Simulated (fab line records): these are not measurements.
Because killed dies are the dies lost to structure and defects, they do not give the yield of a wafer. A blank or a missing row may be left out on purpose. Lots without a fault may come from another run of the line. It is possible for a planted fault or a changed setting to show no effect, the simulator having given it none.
Lot-split experiment :: flow berkeleyCmos170 :: on a route of 331 steps: 5 lots, 23 wafers read

## ABOUT THE SPLIT
At UCB170_V1_CVD_00 (deposits SiO2 from TEOS/O2, target thk 2000 nm, time 250 s), the setting timeS was moved away from the recipe's 250 s on 7 of the 23 wafers read, by -9.6% to +13.5%. The other wafers ran this setting at the recipe's value.

The file shows no step between the split and the reading.

## THE READING
V1_TEOS_THK in nanometres, read at UCB170_V1_THK_MEAS_01. Typical for fault-free wafers on this fab line: 1997 nm, with standard deviation 29 nm.

wafer: L074.1
tool, chamber at the split: pecvd-03, 1,0
timeS as run, s: 261.3
against the recipe: +4.5%
V1_TEOS_THK, nm: 2055
against lot-mates on the recipe: +52

wafer: L074.2
tool, chamber at the split: pecvd-03, 0
timeS as run, s: 250
against the recipe: recipe
V1_TEOS_THK, nm: 1973
against lot-mates on the recipe: -

wafer: L074.4
tool, chamber at the split: pecvd-03, 2
timeS as run, s: 250
against the recipe: recipe
V1_TEOS_THK, nm: 2027
against lot-mates on the recipe: -

wafer: L074.5
tool, chamber at the split: pecvd-03, 1,0
timeS as run, s: 261.3
against the recipe: +4.5%
V1_TEOS_THK, nm: 2094
against lot-mates on the recipe: +91

wafer: L074.6
tool, chamber at the split: pecvd-03, 1
timeS as run, s: 250
against the recipe: recipe
V1_TEOS_THK, nm: 2010
against lot-mates on the recipe: -

wafer: L075.1
tool, chamber at the split: pecvd-03, 1
timeS as run, s: 250
against the recipe: recipe
V1_TEOS_THK, nm: 1975
against lot-mates on the recipe: -

wafer: L075.2
tool, chamber at the split: pecvd-03, 2,1
timeS as run, s: 283.7
against the recipe: +13.5%
V1_TEOS_THK, nm: 2249
against lot-mates on the recipe: +266

wafer: L075.3
tool, chamber at the split: pecvd-03, 0
timeS as run, s: 250
against the recipe: recipe
V1_TEOS_THK, nm: 1992
against lot-mates on the recipe: -

wafer: L075.4
tool, chamber at the split: pecvd-03, 2
timeS as run, s: 283.7
against the recipe: +13.5%
V1_TEOS_THK, nm: 2278
against lot-mates on the recipe: +294

wafer: L075.6
tool, chamber at the split: pecvd-03, 2,1
timeS as run, s: 283.7
against the recipe: +13.5%
V1_TEOS_THK, nm: 2275
against lot-mates on the recipe: +292

wafer: L079.1
tool, chamber at the split: pecvd-02, 2
timeS as run, s: 250
against the recipe: recipe
V1_TEOS_THK, nm: 1992
against lot-mates on the recipe: -

wafer: L079.2
tool, chamber at the split: pecvd-02, 1
timeS as run, s: 250
against the recipe: recipe
V1_TEOS_THK, nm: 2005
against lot-mates on the recipe: -

wafer: L079.3
tool, chamber at the split: pecvd-02, 0
timeS as run, s: 226.1
against the recipe: -9.6%
V1_TEOS_THK, nm: 1780
against lot-mates on the recipe: -227

wafer: L079.5
tool, chamber at the split: pecvd-02, 2
timeS as run, s: 250
against the recipe: recipe
V1_TEOS_THK, nm: 2024
against lot-mates on the recipe: -

wafer: L079.6
tool, chamber at the split: pecvd-02, 0
timeS as run, s: 226.1
against the recipe: -9.6%
V1_TEOS_THK, nm: 1800
against lot-mates on the recipe: -207

wafer: L081.1
tool, chamber at the split: pecvd-03, 0
timeS as run, s: 250
against the recipe: recipe
V1_TEOS_THK, nm: 1947
against lot-mates on the recipe: -

wafer: L081.2
tool, chamber at the split: pecvd-03, 2
timeS as run, s: 250
against the recipe: recipe
V1_TEOS_THK, nm: 1964
against lot-mates on the recipe: -

wafer: L081.4
tool, chamber at the split: pecvd-03, 1,0
timeS as run, s: 250
against the recipe: recipe
V1_TEOS_THK, nm: 1996
against lot-mates on the recipe: -

wafer: L081.5
tool, chamber at the split: pecvd-03, 2
timeS as run, s: 250
against the recipe: recipe
V1_TEOS_THK, nm: 1991
against lot-mates on the recipe: -

wafer: L081.6
tool, chamber at the split: pecvd-03, 1,0
timeS as run, s: 250
against the recipe: recipe
V1_TEOS_THK, nm: 1994
against lot-mates on the recipe: -

wafer: L085.1
tool, chamber at the split: pecvd-02, 2
timeS as run, s: 250
against the recipe: recipe
V1_TEOS_THK, nm: 1992
against lot-mates on the recipe: -

wafer: L085.3
tool, chamber at the split: pecvd-02, 1
timeS as run, s: 250
against the recipe: recipe
V1_TEOS_THK, nm: 1981
against lot-mates on the recipe: -

wafer: L085.6
tool, chamber at the split: pecvd-02, 2
timeS as run, s: 250
against the recipe: recipe
V1_TEOS_THK, nm: 2025
against lot-mates on the recipe: -
Rows listing several chambers each stand for several wafers; the file does not say which wafer went through which chamber.

FIT RESULTS
A straight line over all 23 wafers: V1_TEOS_THK changes by +20.5 nm for each +1% of timeS; r = +0.99; the points scatter about the line by 21 nm.
The same after taking each lot's own level away (the mean of its wafers on the recipe; 23 wafers): +21.3 nm for each +1%; r = +0.99; scatter 19 nm.
Per that fit: largest timeS move, reading shift of 2.9e+02 nm.
The lots' own levels span 1978.4 to 2007.0 nm, that is 1.0 times the standard deviation above.
The two slopes are in agreement: the lot-to-lot level therefore moves the slope only a little.
Check: with one of the wafers moved furthest among these (+13.5%) left out of the fit, the line predicts +289 nm for it against its lot-mates. It came out at +266 nm against them.

## FURTHER SPLITS ON THESE WAFERS
Before the reading, these wafers also passed through other splits. Each is held against what the fit with the lots' levels taken away leaves over:
other split on the same wafers: UCB170_GATE_ETCH_14 pressureMtorr
wafers away from the commonest value: 10
r with V1_TEOS_THK (lot level and that fit taken away): +0.06

other split on the same wafers: UCB170_PLDD_IMPLANT_08 doseCm2
wafers away from the commonest value: 6
r with V1_TEOS_THK (lot level and that fit taken away): +0.20

other split on the same wafers: UCB170_PSD_EXPOSE_03 doseMj
wafers away from the commonest value: 8
r with V1_TEOS_THK (lot level and that fit taken away): -0.08

other split on the same wafers: UCB170_SDANNEAL_RTA_00 timeS
wafers away from the commonest value: 7
r with V1_TEOS_THK (lot level and that fit taken away): +0.18

other split on the same wafers: UCB170_SILICIDE_SPUTTER_01 powerW
wafers away from the commonest value: 10
r with V1_TEOS_THK (lot level and that fit taken away): -0.11

## THE WHOLE CHAIN: every reading that the file lists as answering this split, in the file's order
step: UCB170_V1_CVD_00
what it does: deposits SiO2 from TEOS/O2, target thk 2000 nm, time 250 s
reading: SiO2_of_V1_CVD_00.thkNm (the simulator's own value, which no gauge read)
change (the file's fit): +22.5 nm for each +1% of the setting
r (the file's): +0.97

step: UCB170_V1_THK_MEAS_01
what it does: 
reading: V1_TEOS_THK
change (the file's fit): +21.2 for each +1% of the setting
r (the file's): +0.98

## FILE'S OWN FIT
V1_TEOS_THK changes by +21.2 nm for each +1% of timeS, r = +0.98.
